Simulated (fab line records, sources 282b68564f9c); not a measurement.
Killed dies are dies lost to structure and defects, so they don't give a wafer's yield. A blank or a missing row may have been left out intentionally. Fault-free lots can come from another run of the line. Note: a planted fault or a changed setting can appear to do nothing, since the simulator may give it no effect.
What tool caused it? | flow rit-cmos | 45 wafers from 15 lots sampled at 2 of the route's 202 steps

## WHAT EACH GAUGE READ, for each wafer
RIT_PWELL_OVL_MEAS_06. Usual: PWELL_OVL 0.2 nm, standard deviation 1.2.
lot  | measured    | on         | PWELL_OVL (nm)                      | flag
L347 | day 2 05:06 | overlay-01 | -1.0 -1.6 -1.9                      |
L348 | day 2 08:36 | overlay-01 | -0.2 0.4 -0.4                       |
L349 | day 2 15:49 | overlay-02 | -1.1 -0.3 -0.7                      |
L350 | day 2 20:54 | overlay-02 | 1.1 1.5 0.2                         |
L351 | day 3 01:43 | overlay-01 | 2.5 1.4 1.4                         |
L352 | day 3 05:45 | overlay-01 | 360.0 360.7 361.0 359.0 359.9 360.6 | OFF
L353 | day 3 11:25 | overlay-02 | -1.0 -2.1 -1.6                      |
L354 | day 3 14:28 | overlay-02 | 359.4 358.5 359.8 358.4 358.3 358.7 | OFF
L358 | day 4 11:35 | overlay-02 | 360.2 360.4 360.2 358.9 359.8 359.9 | OFF
L359 | day 4 21:19 | overlay-01 | 0.2 -0.5 0.0                        |
L360 | day 4 22:44 | overlay-02 | 2.5 2.2 1.1                         |
L361 | day 5 01:47 | overlay-01 | 0.5 2.1 0.8                         |
L364 | day 5 20:13 | overlay-02 | 1.9 0.7 1.2                         |
L365 | day 6 08:47 | overlay-02 | 0.8 -1.2 1.5                        |
L369 | day 7 01:53 | overlay-01 | 0.8 -0.1 -0.4                       |

## WHAT TOOL EACH LOT RAN ON (gives the tool, then ch and the chambers of the sampled wafers, and finally the start)
lot  | RIT_PWELL_EXPOSE_03
L347 | iline-stepper-02 ch 0, day 2 04:41
L348 | iline-stepper-01 ch 0, day 2 08:11
L349 | iline-stepper-02 ch 0, day 2 15:23
L350 | iline-stepper-01 ch 0, day 2 20:28
L351 | iline-stepper-02 ch 0, day 3 01:17
L352 | iline-stepper-01 ch 0, day 3 05:19
L353 | iline-stepper-02 ch 0, day 3 11:00
L354 | iline-stepper-01 ch 0, day 3 13:59
L358 | iline-stepper-01 ch 0, day 4 11:02
L359 | iline-stepper-02 ch 0, day 4 20:53
L360 | iline-stepper-02 ch 0, day 4 22:20
L361 | iline-stepper-02 ch 0, day 5 01:22
L364 | iline-stepper-02 ch 0, day 5 19:47
L365 | iline-stepper-02 ch 0, day 6 08:22
L369 | iline-stepper-02 ch 0, day 7 01:29
- RIT_PWELL_EXPOSE_03: exposes mask M3, target cd 43700 nm.

## AS READ BY THE TOOLS THEMSELVES (means over the sampled wafers that have a number; for cases with no such wafer, the mark the record gives instead)
RIT_PWELL_EXPOSE_03. Usual: focus-offset-nm -0.1 nm, standard deviation 0.45.
lot  | tool             | focus-offset-nm (nm) | flag
L347 | iline-stepper-02 | 0.5                  |
L348 | iline-stepper-01 | -0.5                 |
L349 | iline-stepper-02 | -0.2                 |
L350 | iline-stepper-01 | 0.3                  |
L351 | iline-stepper-02 | 0.2                  |
L352 | iline-stepper-01 | 0.4                  |
L353 | iline-stepper-02 | -0.5                 |
L354 | iline-stepper-01 | -0.4                 |
L358 | iline-stepper-01 | -0.2                 |
L359 | iline-stepper-02 | -0.3                 |
L360 | iline-stepper-02 | 0.2                  |
L361 | iline-stepper-02 | -0.1                 |
L364 | iline-stepper-02 | 0.1                  |
L365 | iline-stepper-02 | 0.0                  |
L369 | iline-stepper-02 | -0.4                 |

## THE ANSWER, worked out from the rows above alone
Rule: take the mean of a lot's wafers that have a number; if it is more than 3 standard deviations from the usual mean, the lot is off. Also off: a lot with no number at a reading for which 4 or more lots have one. All remaining lots with rows at the step are treated as sound. First the gauges in route order, then the tools' own readings, where a lot's mean is used as printed above. The first step at which some lot is off is used, and at that step the reading that is off furthest; a lot without a number counts as furthest.
Off: L352, L354, L358, seen at RIT_PWELL_OVL_MEAS_06 (PWELL_OVL).
A tool fits if, at a process step before that reading, it ran every lot that is off, and no sound lot after the first of them. Those tools and the gauges at RIT_PWELL_OVL_MEAS_06 are tried in the same way. One candidate fits, namely iline-stepper-01 at RIT_PWELL_EXPOSE_03. Its last sound lot is L350 (day 2 20:28), its first lot that is off L352 (day 3 05:19): a fault that began between those two fits.

## WHAT HAD BEEN PUT IN BY THE SIMULATOR
Scanner matching overlay: iline-stepper-01, from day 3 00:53 on, at RIT_PWELL_EXPOSE_03. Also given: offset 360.
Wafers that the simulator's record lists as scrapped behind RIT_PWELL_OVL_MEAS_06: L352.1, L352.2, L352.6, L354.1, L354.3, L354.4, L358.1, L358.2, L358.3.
Struck lots among those shown: L352, L354, L358. The same result came from the rule above.
